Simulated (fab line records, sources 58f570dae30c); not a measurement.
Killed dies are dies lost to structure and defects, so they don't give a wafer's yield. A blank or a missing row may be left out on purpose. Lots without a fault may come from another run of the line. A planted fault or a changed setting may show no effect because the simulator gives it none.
Which tool did it? | flow berkeley_cmos170 | 14 lots, 42 wafers sampled, at 6 steps of a route of 331

WHAT THE GAUGES READ, wafer by wafer
UCB170_FIELD_THK_MEAS_91. Usual: FIELD_OXIDE_LEFT_2_THK 359 nm, standard deviation 9.4.
lot  | measured     | on            | FIELD_OXIDE_LEFT_2_THK (nm) | flag
L711 | day 6 18:32  | film_metro-01 | 364 363 363                 |
L712 | day 7 08:46  | film_metro-02 | 356 367 355                 |
L713 | day 7 09:51  | film_metro-02 | 359 367 374                 |
L719 | day 8 04:11  | film_metro-04 | 369 361 364                 |
L717 | day 8 04:28  | film_metro-04 | 368 370 371                 |
L715 | day 8 04:28  | film_metro-02 | 355 358 360                 |
L714 | day 8 04:43  | film_metro-02 | 367 362 371                 |
L718 | day 8 04:43  | film_metro-04 | 364 379 368                 |
L722 | day 9 00:01  | film_metro-01 | 348 356 357                 |
L726 | day 9 11:44  | film_metro-02 | 376 365 370                 |
L724 | day 9 12:28  | film_metro-01 | 350 357 352                 |
L730 | day 10 13:30 | film_metro-01 | 348 346 346                 |
L729 | day 10 14:02 | film_metro-01 | 337 349 349                 |
L732 | day 11 01:05 | film_metro-02 | 355 357 365                 |

UCB170_PSD_OVL_MEAS_07. Usual: PSD_OVL -5 nm, standard deviation 6.1.
lot  | measured     | on         | PSD_OVL (nm) | flag
L711 | day 7 20:50  | overlay-02 | -12 -14 -10  |
L712 | day 8 12:35  | overlay-02 | -3 -6 4      |
L713 | day 8 12:52  | overlay-02 | -15 -15 -17  |
L719 | day 9 08:55  | overlay-01 | 11 4 6       |
L717 | day 9 08:26  | overlay-01 | -2 -2 -2     |
L715 | day 9 08:44  | overlay-02 | -1 3 7       |
L714 | day 9 09:09  | overlay-02 | -2 0 -5      |
L718 | day 9 08:55  | overlay-02 | -18 -6 -7    |
L722 | day 10 05:35 | overlay-02 | -6 -4 -4     |
L726 | day 10 16:36 | overlay-01 | -12 -14 -11  |
L724 | day 10 16:19 | overlay-01 | 0 -4 -7      |
L730 | day 11 11:52 | overlay-02 | -4 0 1       |
L729 | day 11 11:59 | overlay-01 | -9 -8 -7     |
L732 | day 12 01:08 | overlay-01 | -8 -4 -5     |

UCB170_PSD_TW_MEAS_10. Usual: PSD_TW 2327, standard deviation 20.
lot  | measured     | on            | PSD_TW                        | flag
L711 | day 7 21:07  | film_metro-02 | 2321 2306 2315                |
L712 | day 8 12:52  | film_metro-02 | 2304 2298 2302                |
L713 | day 8 13:09  | film_metro-03 | 2338 2345 2333                |
L719 | day 9 09:13  | film_metro-02 | 2290 2292 2297                |
L717 | day 9 08:44  | film_metro-03 | 2321 2332 2334                |
L715 | day 9 09:01  | film_metro-02 | 2320 2306 2307                |
L714 | day 9 09:28  | film_metro-02 | 2303 2308 2303                |
L718 | day 9 09:19  | film_metro-03 | 2325 2333 2331                |
L722 | day 10 05:52 | film_metro-02 | 1732 1741 1724 1737 1744 1730 | OFF
L726 | day 10 16:54 | film_metro-01 | 2343 2346 2342                |
L724 | day 10 16:36 | film_metro-01 | 1762 1763 1756 1755 1763 1753 | OFF
L730 | day 11 12:09 | film_metro-02 | 2305 2304 2295                |
L729 | day 11 12:17 | film_metro-03 | 2350 2355 2354                |
L732 | day 12 01:26 | film_metro-02 | 2316 2307 2321                |

UCB170_SDANNEAL_RS_MEAS_02: measures by four-point-probe. Usual: PSD_RS 75.4 ohm/sq, standard deviation 0.36.
lot  | measured     | on            | PSD_RS (ohm/sq)                     | flag
L711 | day 8 01:46  | film_metro-01 | 75.9 75.9 75.4                      |
L712 | day 8 15:38  | film_metro-03 | 76.0 76.0 75.6                      |
L713 | day 8 15:56  | film_metro-02 | 75.8 75.4 75.5                      |
L719 | day 9 13:25  | film_metro-01 | 75.8 75.8 76.0                      |
L717 | day 9 12:48  | film_metro-02 | 75.8 75.7 75.5                      |
L715 | day 9 12:59  | film_metro-03 | 74.7 74.8 74.4                      |
L714 | day 9 13:45  | film_metro-03 | 75.5 75.4 75.3                      |
L718 | day 9 13:23  | film_metro-02 | 75.4 75.7 75.2                      |
L722 | day 10 11:18 | film_metro-03 | 146.9 145.2 146.3 146.5 145.5 146.6 | OFF
L726 | day 11 00:08 | film_metro-01 | 75.1 75.3 75.3                      |
L724 | day 11 04:40 | film_metro-03 | 144.1 144.8 144.1 144.4 144.2 144.5 | OFF
L730 | day 11 16:39 | film_metro-01 | 75.3 75.1 75.4                      |
L729 | day 11 16:29 | film_metro-02 | 75.2 75.5 75.7                      |
L732 | day 12 04:32 | film_metro-02 | 74.9 74.8 74.9                      |

WHICH TOOL RAN EACH LOT (tool, then ch and the chambers of the sampled wafers, then the start)
lot  | UCB170_PSD_IMPLANT_08           | UCB170_PSD_STRIP_09
L711 | implanter-02 ch 0, day 7 20:54  | plasma_asher-03 ch 0,1, day 7 21:02
L712 | implanter-02 ch 0, day 8 12:39  | plasma_asher-04 ch 0,1, day 8 12:47
L713 | implanter-03 ch 0, day 8 12:56  | plasma_asher-03 ch 0,1, day 8 13:04
L719 | implanter-03 ch 0, day 9 09:00  | plasma_asher-02 ch 0,1, day 9 09:08
L717 | implanter-01 ch 0, day 9 08:29  | plasma_asher-02 ch 0,1, day 9 08:38
L715 | implanter-01 ch 0, day 9 08:47  | plasma_asher-03 ch 0,1, day 9 08:55
L714 | implanter-01 ch 0, day 9 09:13  | plasma_asher-02 ch 0,1, day 9 09:22
L718 | implanter-01 ch 0, day 9 09:05  | plasma_asher-03 ch 0,1, day 9 09:13
L722 | implanter-01 ch 0, day 10 05:38 | plasma_asher-02 ch 0,1, day 10 05:46
L726 | implanter-02 ch 0, day 10 16:41 | plasma_asher-04 ch 0,1, day 10 16:49
L724 | implanter-01 ch 0, day 10 16:21 | plasma_asher-03 ch 0,1, day 10 16:30
L730 | implanter-03 ch 0, day 11 11:54 | plasma_asher-02 ch 0,1, day 11 12:03
L729 | implanter-02 ch 0, day 11 12:04 | plasma_asher-04 ch 0,1, day 11 12:12
L732 | implanter-02 ch 0, day 12 01:11 | plasma_asher-04 ch 0,1, day 12 01:19
- UCB170_PSD_IMPLANT_08
- UCB170_PSD_STRIP_09: strips in O2.

WHAT THE TOOLS THEMSELVES READ (means of the sampled wafers that have a number; where no wafer has one, the mark that the record gives instead)
UCB170_PSD_IMPLANT_08. Usual: dose_ions_cm2 2.999e+15, standard deviation 3.3e+12; end_station_pressure_torr 1.26e-05 Torr, standard deviation 6.9e-07; faraday_current_uA 9261, standard deviation 180.
lot  | tool         | dose_ions_cm2 | end_station_pressure_torr (Torr) | faraday_current_uA | flag
L711 | implanter-02 | 3.000e+15     | 1.26e-05                         | 9152               |
L712 | implanter-02 | 2.998e+15     | 1.26e-05                         | 9014               |
L713 | implanter-03 | 3.002e+15     | 1.26e-05                         | 9400               |
L719 | implanter-03 | 3.002e+15     | 1.24e-05                         | 9144               |
L717 | implanter-01 | 2.999e+15     | 1.29e-05                         | 9364               |
L715 | implanter-01 | 3.001e+15     | 1.28e-05                         | 9321               |
L714 | implanter-01 | 3.003e+15     | 1.31e-05                         | 9258               |
L718 | implanter-01 | 2.999e+15     | 1.19e-05                         | 9357               |
L722 | implanter-01 | 1.197e+15     | 8.00e-06                         | 3809               | OFF
L726 | implanter-02 | 2.997e+15     | 1.21e-05                         | 9296               |
L724 | implanter-01 | 1.203e+15     | 8.07e-06                         | 3769               | OFF
L730 | implanter-03 | 3.004e+15     | 1.23e-05                         | 9299               |
L729 | implanter-02 | 3.002e+15     | 1.28e-05                         | 9187               |
L732 | implanter-02 | 2.999e+15     | 1.28e-05                         | 9284               |

UCB170_PSD_STRIP_09. Usual: drypump_motor_current_A 6.0 A, standard deviation 0.42; oes_product_au 0.598 a.u., standard deviation 0.0049; strip_time_to_endpoint_s 29.50 s, standard deviation 0.069.
lot  | tool            | drypump_motor_current_A (A) | oes_product_au (a.u.) | strip_time_to_endpoint_s (s) | flag
L711 | plasma_asher-03 | 5.4                         | 0.598                 | 29.37                        |
L712 | plasma_asher-04 | 6.4                         | 0.600                 | 29.42                        |
L713 | plasma_asher-03 | 5.4                         | 0.602                 | 29.48                        |
L719 | plasma_asher-02 | 6.1                         | 0.601                 | 29.45                        |
L717 | plasma_asher-02 | 6.2                         | 0.598                 | 29.48                        |
L715 | plasma_asher-03 | 5.4                         | 0.600                 | 29.55                        |
L714 | plasma_asher-02 | 6.1                         | 0.595                 | 29.41                        |
L718 | plasma_asher-03 | 5.5                         | 0.599                 | 29.51                        |
L722 | plasma_asher-02 | 6.2                         | 0.734                 | 21.64                        | OFF
L726 | plasma_asher-04 | 6.3                         | 0.595                 | 29.53                        |
L724 | plasma_asher-03 | 5.5                         | 0.737                 | 21.69                        | OFF
L730 | plasma_asher-02 | 6.2                         | 0.598                 | 29.51                        |
L729 | plasma_asher-04 | 6.4                         | 0.597                 | 29.55                        |
L732 | plasma_asher-04 | 6.3                         | 0.599                 | 29.50                        |

THE ANSWER, worked out from the rows above alone
Rule: a lot is off if the mean of its wafers that have a number lies more than 3 standard deviations from the usual mean. A lot without any number at a reading at which 4 lots or more have one is off too. The other lots that the step has rows for count as sound. The gauges are gone through in route order, then the tools' own readings, and for those a lot's mean is taken as printed above. The first step at which some lot is off is used, and at that step the reading that is off furthest; a lot without a number counts as furthest.
Off: L722, L724, at UCB170_PSD_TW_MEAS_10 (PSD_TW).
A tool fits if, at a process step before that reading, it ran every lot that is off, and no sound lot after the first of them. The gauges at UCB170_PSD_TW_MEAS_10 aren't tried: what is off there is off at UCB170_SDANNEAL_RS_MEAS_02 too, on other tools, and a gauge's error can't cause that. One fits: implanter-01 at UCB170_PSD_IMPLANT_08. Its last sound lot is L714 (day 9 09:13), its first lot that is off L722 (day 10 05:38): a fault that began between those two fits.
The tool's own readings at UCB170_PSD_IMPLANT_08 bear it out: on the lots that are off they differ by more than 5 times the standard deviation of the sound lots' means. dose_ions_cm2 reads 1.200e+15 there against 3.000e+15 on the sound lots; end_station_pressure_torr reads 8.04e-06 Torr there against 1.26e-05 Torr on the sound lots; faraday_current_uA reads 3789 there against 9256 on the sound lots.

WHAT THE SIMULATOR HAD PUT IN
Process parameter drift: implanter-01, from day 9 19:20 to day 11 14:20, at UCB170_PSD_IMPLANT_08. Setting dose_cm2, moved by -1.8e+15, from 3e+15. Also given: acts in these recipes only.
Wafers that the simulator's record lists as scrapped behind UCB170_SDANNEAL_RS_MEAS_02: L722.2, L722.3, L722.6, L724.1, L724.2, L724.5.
Lots struck among those shown: L722, L724. The rule above found the same.
